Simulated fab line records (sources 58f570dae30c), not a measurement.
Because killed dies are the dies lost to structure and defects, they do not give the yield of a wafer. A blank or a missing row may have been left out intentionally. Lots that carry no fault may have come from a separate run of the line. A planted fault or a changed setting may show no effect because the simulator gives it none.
Split-lot trial / flow berkeley-cmos170 / 23 wafers read across 5 lots, on a route 331 steps long

THE SPLIT ITSELF
At UCB170_FIELD_OXIDATION_01 (target thk 558.3 nm, ox time 7200 s), the setting temp-c was moved away from the recipe's 1000 C on 20 of the 23 wafers read, by -2.4% to +3.0%. For the rest of the wafers, this setting stayed at what the recipe calls for.

FROM THE SPLIT TO THE READING: what the file shows between them, 5 steps
- UCB170_FIELD_THK_MEAS_02
- UCB170_FIELD_ANNEAL_03: time 1200 s
- UCB170_FIELD_WET_ETCH_04: etches SiO2 in dHF, time 60 s
- UCB170_FIELD_WET_ETCH_05: etches Si3N4 in H3PO4, time 12600 s
- UCB170_FIELD_WET_ETCH_06: etches SiO2 in BOE, time 22 s

THE READING
FIELD_OXIDE_LEFT_1_THK at UCB170_FIELD_THK_MEAS_90, in nm. Typical for fault-free wafers on this fab line: 444 nm, with standard deviation 9.5 nm.

wafer=L074.1; tool, chamber at the split=-, -; temp-c as run, C=1022; against the recipe=+2.2%; FIELD_OXIDE_LEFT_1_THK, nm=516; against lot-mates on the recipe=no lot-mate on the recipe
wafer=L074.2; tool, chamber at the split=-, -; temp-c as run, C=1022; against the recipe=+2.2%; FIELD_OXIDE_LEFT_1_THK, nm=507; against lot-mates on the recipe=no lot-mate on the recipe
wafer=L074.3; tool, chamber at the split=-, -; temp-c as run, C=1022; against the recipe=+2.2%; FIELD_OXIDE_LEFT_1_THK, nm=518; against lot-mates on the recipe=no lot-mate on the recipe
wafer=L074.4; tool, chamber at the split=-, -; temp-c as run, C=1022; against the recipe=+2.2%; FIELD_OXIDE_LEFT_1_THK, nm=501; against lot-mates on the recipe=no lot-mate on the recipe
wafer=L074.6; tool, chamber at the split=-, -; temp-c as run, C=1022; against the recipe=+2.2%; FIELD_OXIDE_LEFT_1_THK, nm=510; against lot-mates on the recipe=no lot-mate on the recipe
wafer=L075.1; tool, chamber at the split=-, -; temp-c as run, C=1030; against the recipe=+3.0%; FIELD_OXIDE_LEFT_1_THK, nm=558; against lot-mates on the recipe=no lot-mate on the recipe
wafer=L075.2; tool, chamber at the split=-, -; temp-c as run, C=1030; against the recipe=+3.0%; FIELD_OXIDE_LEFT_1_THK, nm=553; against lot-mates on the recipe=no lot-mate on the recipe
wafer=L075.3; tool, chamber at the split=-, -; temp-c as run, C=1030; against the recipe=+3.0%; FIELD_OXIDE_LEFT_1_THK, nm=553; against lot-mates on the recipe=no lot-mate on the recipe
wafer=L075.4; tool, chamber at the split=-, -; temp-c as run, C=1030; against the recipe=+3.0%; FIELD_OXIDE_LEFT_1_THK, nm=560; against lot-mates on the recipe=no lot-mate on the recipe
wafer=L075.5; tool, chamber at the split=-, -; temp-c as run, C=1030; against the recipe=+3.0%; FIELD_OXIDE_LEFT_1_THK, nm=547; against lot-mates on the recipe=no lot-mate on the recipe
wafer=L077.1; tool, chamber at the split=-, -; temp-c as run, C=980.3; against the recipe=-2.0%; FIELD_OXIDE_LEFT_1_THK, nm=383; against lot-mates on the recipe=no lot-mate on the recipe
wafer=L077.2; tool, chamber at the split=-, -; temp-c as run, C=980.3; against the recipe=-2.0%; FIELD_OXIDE_LEFT_1_THK, nm=383; against lot-mates on the recipe=no lot-mate on the recipe
wafer=L077.4; tool, chamber at the split=-, -; temp-c as run, C=980.3; against the recipe=-2.0%; FIELD_OXIDE_LEFT_1_THK, nm=382; against lot-mates on the recipe=no lot-mate on the recipe
wafer=L077.5; tool, chamber at the split=-, -; temp-c as run, C=980.3; against the recipe=-2.0%; FIELD_OXIDE_LEFT_1_THK, nm=380; against lot-mates on the recipe=no lot-mate on the recipe
wafer=L077.6; tool, chamber at the split=-, -; temp-c as run, C=980.3; against the recipe=-2.0%; FIELD_OXIDE_LEFT_1_THK, nm=384; against lot-mates on the recipe=no lot-mate on the recipe
wafer=L082.1; tool, chamber at the split=-, -; temp-c as run, C=976.3; against the recipe=-2.4%; FIELD_OXIDE_LEFT_1_THK, nm=358; against lot-mates on the recipe=no lot-mate on the recipe
wafer=L082.2; tool, chamber at the split=-, -; temp-c as run, C=976.3; against the recipe=-2.4%; FIELD_OXIDE_LEFT_1_THK, nm=360; against lot-mates on the recipe=no lot-mate on the recipe
wafer=L082.4; tool, chamber at the split=-, -; temp-c as run, C=976.3; against the recipe=-2.4%; FIELD_OXIDE_LEFT_1_THK, nm=368; against lot-mates on the recipe=no lot-mate on the recipe
wafer=L082.5; tool, chamber at the split=-, -; temp-c as run, C=976.3; against the recipe=-2.4%; FIELD_OXIDE_LEFT_1_THK, nm=364; against lot-mates on the recipe=no lot-mate on the recipe
wafer=L082.6; tool, chamber at the split=-, -; temp-c as run, C=976.3; against the recipe=-2.4%; FIELD_OXIDE_LEFT_1_THK, nm=362; against lot-mates on the recipe=no lot-mate on the recipe
wafer=L083.1; tool, chamber at the split=furnace-01, 0; temp-c as run, C=1000; against the recipe=recipe; FIELD_OXIDE_LEFT_1_THK, nm=448; against lot-mates on the recipe=-
wafer=L083.2; tool, chamber at the split=furnace-01, 0; temp-c as run, C=1000; against the recipe=recipe; FIELD_OXIDE_LEFT_1_THK, nm=449; against lot-mates on the recipe=-
wafer=L083.5; tool, chamber at the split=furnace-01, 0; temp-c as run, C=1000; against the recipe=recipe; FIELD_OXIDE_LEFT_1_THK, nm=449; against lot-mates on the recipe=-

THE FIT
A straight line over all 23 wafers: FIELD_OXIDE_LEFT_1_THK changes by +33.9 nm for each +1% of temp-c; r = +1.00; the points scatter about the line by 7.6 nm.
Too few moved wafers with a lot-mate on the recipe to fit a line net of each lot's own level.

THE WHOLE CHAIN: every reading that the file lists as answering this split, in the file's order
step=UCB170_FIELD_OXIDATION_01; what it does=target thk 558.3 nm, ox time 7200 s; reading=SiO2_of_FIELD_OXIDATION_01.thk-nm (the simulator's own value, which no gauge read); change (the file's fit)=+33.5 nm for each +1% of the setting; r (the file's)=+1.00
step=UCB170_FIELD_THK_MEAS_02; what it does=; reading=FIELD_OXIDE_THK; change (the file's fit)=+33.5 for each +1% of the setting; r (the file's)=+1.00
step=UCB170_FIELD_THK_MEAS_90; what it does=; reading=FIELD_OXIDE_LEFT_1_THK; change (the file's fit)=+33.9 for each +1% of the setting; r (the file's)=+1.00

THE FILE'S OWN FIT
FIELD_OXIDE_LEFT_1_THK changes by +33.9 nm for each +1% of temp-c, r = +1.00.
